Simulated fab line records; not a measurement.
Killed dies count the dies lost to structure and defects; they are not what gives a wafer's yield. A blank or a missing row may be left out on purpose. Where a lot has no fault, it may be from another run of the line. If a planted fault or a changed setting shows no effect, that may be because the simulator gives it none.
fab line records | flow rit-cmos
[record] lots = 14 | wafers = 42 | last-day = 7
route steps=202 shown FOX1@20
lots untouched by any fault: they come from a run of this same line in which no faults occurred
start-h: start of the lot's first displayed wafer, in hours after the record's first day | wait-h: time in hours since the lot's previous step | " the same as in the row above | L1.1+2: a single row standing in for several wafers | - no value present, or no start provided | * or withheld: withheld | < > ~ a bound
route shown NAME@n: NAME is a module with steps in the file, n the number in the route of the first one | usual: average and standard deviation across the fault-free wafers | same: alike in all rows | chamber/n: place in a boat | sites: the reading at each site | _std_site: the values' standard deviation | _edge_site: outer sites' mean less inner sites' | radius-mm: for every site, how far away it sits from the centre of the wafer | mask NAME#n: copy n | behind: the tool/chamber that last shaped the wafer | hold: why the lot was held/for how many hours/how that ended | device: which transistor (n, p or np) failed to switch | end of line: the tests these same wafers got at the end of their route | a step without rows: its recipe alone | killed: dies that structure and defects cost at the first sort, which is not the same as the wafer's yield | map: a wafer's dies, marking killed ones x, the rest . and places with no die _
set.NAME: setting as actually run; set.NAME@STEP: the setting as run at that earlier step | model.NAME: the simulator's own value behind a step, which no gauge read
steps of the route over a sample of lots; a table a step, a row a wafer
services: from which hour (start-h, from the record's first day; less than 0 if before it) a tool's chamber was out of use, for how many hours, and why
[[steps]]
[step RIT_FOX1_OXIDATION_00]
[recipe] temp-c = 1100 | ambient = H2O | target-thk-a = 3507 | p-h2o-torr = 720 | ox-time-s = 1130
[usual] ox-time-s = 1130/0 | spike-tc-load-C = 1126.8/2.8 | zone-power-load-pct = 46/6.8
lot.wafer | tool       | chamber | start-h | wait-h | ox-time-s | spike-tc-load-C | zone-power-load-pct
L999.2    | furnace-02 | 0       | 16.83   | 1.1    | 1130      | 1124.0          | 54
L999.3    | "          | 0       | "       | "      | 1130      | 1123.7          | 53
L999.5    | "          | 0       | "       | "      | 1130      | 1125.2          | 53
L100.1    | furnace-04 | 0       | 22.26   | 1.4    | 1130      | 1126.4          | 40
L100.2    | "          | 0       | "       | "      | 1130      | 1126.8          | 40
L100.4    | "          | 0       | "       | "      | 1130      | 1125.7          | 41
L101.1    | furnace-02 | 0       | 26.33   | 0.8    | 1130      | 1123.2          | 53
L101.2    | "          | 0       | "       | "      | 1130      | 1124.5          | 53
L101.6    | "          | 0       | "       | "      | 1130      | 1124.7          | 52
L102.2    | furnace-02 | 0       | 30.52   | 0.0    | 1130      | 1125.3          | 52
L102.4    | "          | 0       | "       | "      | 1130      | 1124.5          | 53
L102.6    | "          | 0       | "       | "      | 1130      | 1126.2          | 51
L103.2    | furnace-04 | 0       | 35.64   | 0.0    | 1130      | 1126.6          | 40
L103.3    | "          | 0       | "       | "      | 1130      | 1127.7          | 40
L103.5    | "          | 0       | "       | "      | 1130      | 1126.0          | 40
L104.2    | furnace-02 | 0       | 40.77   | 0.0    | 1130      | 1125.1          | 53
L104.3    | "          | 0       | "       | "      | 1130      | 1126.0          | 53
L104.5    | "          | 0       | "       | "      | 1130      | 1126.2          | 52
L106.2    | furnace-02 | 0       | 53.59   | 0.0    | 1130      | 1124.7          | 52
L106.3    | "          | 0       | "       | "      | 1130      | 1126.6          | 53
L106.4    | "          | 0       | "       | "      | 1130      | 1124.6          | 53
L107.1    | furnace-02 | 0       | 58.31   | 0.0    | 1638.5    | 1124.8          | 53
L107.2    | "          | 0       | "       | "      | 1638.5    | 1124.9          | 53
L107.5    | "          | 0       | "       | "      | 1638.5    | 1125.4          | 53
L111.2    | furnace-04 | 0       | 76.11   | 0.0    | 1130      | 1126.3          | 40
L111.4    | "          | 0       | "       | "      | 1130      | 1125.8          | 41
L111.6    | "          | 0       | "       | "      | 1130      | 1125.2          | 40
L112.1    | furnace-02 | 0       | 80.77   | 0.1    | 1638.5    | 1125.4          | 52
L112.3    | "          | 0       | "       | "      | 1638.5    | 1124.9          | 52
L112.4    | "          | 0       | "       | "      | 1638.5    | 1126.3          | 54
L117.1    | furnace-01 | 0       | 106.92  | 0.8    | 1130      | 1131.7          | 38
L117.3    | "          | 0       | "       | "      | 1130      | 1131.0          | 38
L117.4    | "          | 0       | "       | "      | 1130      | 1132.0          | 38
L119.1    | furnace-01 | 0       | 118.45  | 1.1    | 1130      | 1131.3          | 38
L119.5    | "          | 0       | "       | "      | 1130      | 1130.6          | 38
L119.6    | "          | 0       | "       | "      | 1130      | 1131.3          | 38
L120.3    | furnace-01 | 0       | 123.02  | 1.3    | 1130      | 1130.3          | 38
L120.4    | "          | 0       | "       | "      | 1130      | 1132.5          | 38
L120.5    | "          | 0       | "       | "      | 1130      | 1131.3          | 38
L121.1    | furnace-01 | 0       | 129.72  | 2.2    | 1130      | 1132.0          | 38
L121.3    | "          | 0       | "       | "      | 1130      | 1131.1          | 38
L121.5    | "          | 0       | "       | "      | 1130      | 1130.9          | 38
[step RIT_FOX1_THK_MEAS_01]
[recipe] reads = SiO2_of_FOX1_OXIDATION_00
[usual] FOX1_OXIDE_THK = 349/7.8
lot.wafer | tool          | chamber | start-h | wait-h | FOX1_OXIDE_THK[nm]
L999.2    | film-metro-02 | -       | 18.16   | 0.0    | 344
L999.3    | "             | -       | "       | "      | 350
L999.5    | "             | -       | "       | "      | 348
L100.1    | film-metro-01 | -       | 23.58   | 0.0    | 348
L100.2    | "             | -       | "       | "      | 354
L100.4    | "             | -       | "       | "      | 351
L101.1    | film-metro-03 | -       | 27.65   | 0.0    | 347
L101.2    | "             | -       | "       | "      | 348
L101.6    | "             | -       | "       | "      | 345
L102.2    | film-metro-03 | -       | 31.84   | 0.0    | 344
L102.4    | "             | -       | "       | "      | 334
L102.6    | "             | -       | "       | "      | 336
L103.2    | film-metro-03 | -       | 36.96   | 0.0    | 362
L103.3    | "             | -       | "       | "      | 359
L103.5    | "             | -       | "       | "      | 359
L104.2    | film-metro-03 | -       | 42.09   | 0.0    | 337
L104.3    | "             | -       | "       | "      | 338
L104.5    | "             | -       | "       | "      | 344
L106.2    | film-metro-03 | -       | 54.92   | 0.0    | 353
L106.3    | "             | -       | "       | "      | 353
L106.4    | "             | -       | "       | "      | 350
L107.1    | film-metro-02 | -       | 59.63   | 0.0    | 422
L107.2    | "             | -       | "       | "      | 434
L107.5    | "             | -       | "       | "      | 434
L111.2    | film-metro-01 | -       | 77.44   | 0.0    | 345
L111.4    | "             | -       | "       | "      | 345
L111.6    | "             | -       | "       | "      | 348
L112.1    | film-metro-01 | -       | 82.08   | 0.0    | 423
L112.3    | "             | -       | "       | "      | 427
L112.4    | "             | -       | "       | "      | 427
L117.1    | film-metro-02 | -       | 108.23  | 0.0    | 345
L117.3    | "             | -       | "       | "      | 348
L117.4    | "             | -       | "       | "      | 346
L119.1    | film-metro-02 | -       | 119.76  | 0.0    | 343
L119.5    | "             | -       | "       | "      | 349
L119.6    | "             | -       | "       | "      | 339
L120.3    | film-metro-02 | -       | 124.35  | 0.0    | 353
L120.4    | "             | -       | "       | "      | 346
L120.5    | "             | -       | "       | "      | 349
L121.1    | film-metro-03 | -       | 131.04  | 0.0    | 356
L121.3    | "             | -       | "       | "      | 348
L121.5    | "             | -       | "       | "      | 349
[[services]]
tool       | chamber | start-h | hours | kind
furnace-04 | -       | 3.44    | 3.7   | pm
furnace-04 | -       | 7.16    | 15.1  | pm
furnace-01 | -       | 36.75   | 3.3   | pm
furnace-02 | -       | 76.75   | 4.0   | pm
furnace-04 | -       | 88.56   | 78.9  | pm
[[key]]
[first-sign] step = RIT_FOX1_OXIDATION_00 | reading = ox-time-s | direction = up | sigmas = 99+ | usual = * | struck = *
[effect] step = RIT_FOX1_THK_MEAS_01 | reading = FOX1_OXIDE_THK | direction = up | sigmas = 10 | usual = 349 | struck = 428
met-at RIT_FOX1_OXIDATION_00
struck-lots L107,L112
tester-left-out L107,L112
onset-between 53.59 58.31
[fault] kind = process-parameter-drift | tool = furnace-02 | chamber = - | onset-h = 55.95 | steps = RIT_FOX1_OXIDATION_00 | channel = ox-time-s | offset = * | shape = step | end-h = 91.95 | acts-in = * | stated = *
// tester-left-out: of these lots the tester's yield and bins aren't shown, on N5 and GAA mostly nor the transistor test; their killed dies are dies lost to structure and defects alone, not to doping, threshold or leakage, so they don't give the yield
